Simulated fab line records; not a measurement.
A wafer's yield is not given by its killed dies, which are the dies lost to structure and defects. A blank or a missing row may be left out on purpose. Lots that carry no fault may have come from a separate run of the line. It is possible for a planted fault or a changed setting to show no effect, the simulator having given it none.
Which tool did it? :: flow berkeley cmos170 :: route of 331 steps, sampled at 1 step: 7 lots, 21 wafers

WHAT EACH GAUGE READ, for each wafer
UCB170_GATE_CD_MEAS_12: the cd target is 350 nm.
lot: L565
measured: day 6 22:01
on: cd sem-01
cd nm (nm): 352.9 353.8 352.7

lot: L570
measured: day 8 07:35
on: cd sem-02
cd nm (nm): 348.0 350.5 349.4

lot: L572
measured: day 8 18:33
on: cd sem-02
cd nm (nm): 347.0 347.5 346.7

lot: L574
measured: day 9 18:07
on: cd sem-01
cd nm (nm): 347.4 346.9 349.6

lot: L583
measured: day 10 22:21
on: cd sem-02
cd nm (nm): 349.3 348.3 348.0

lot: L582
measured: day 11 08:56
on: cd sem-02
cd nm (nm): 350.4 350.5 351.5

lot: L587
measured: day 12 00:36
on: cd sem-01
cd nm (nm): 349.1 349.3 348.8

WHAT TOOL EACH LOT RAN ON (gives the tool, then ch and the chambers of the sampled wafers, and finally the start)
Before these readings, the record contains no process step.

THE ANSWER, worked out from the rows above alone
Rule: usual is defined by the lots themselves. Put in order of their means at a reading, lots are off if they are a third of the lots or fewer, leave a main group of 4 or more, and stand apart from it by a gap of 3 or more times the standard deviation of the main group's means; of several such gaps the widest counts. Not used: any main group whose means are identical at the precision the tables above print for the reading. A lot without any number at a reading at which 4 lots or more have one is off too. All remaining lots with rows at the step are treated as sound.
No lot is off at any reading shown: from this, nothing can be told.

WHAT THE SIMULATOR HAD PUT IN
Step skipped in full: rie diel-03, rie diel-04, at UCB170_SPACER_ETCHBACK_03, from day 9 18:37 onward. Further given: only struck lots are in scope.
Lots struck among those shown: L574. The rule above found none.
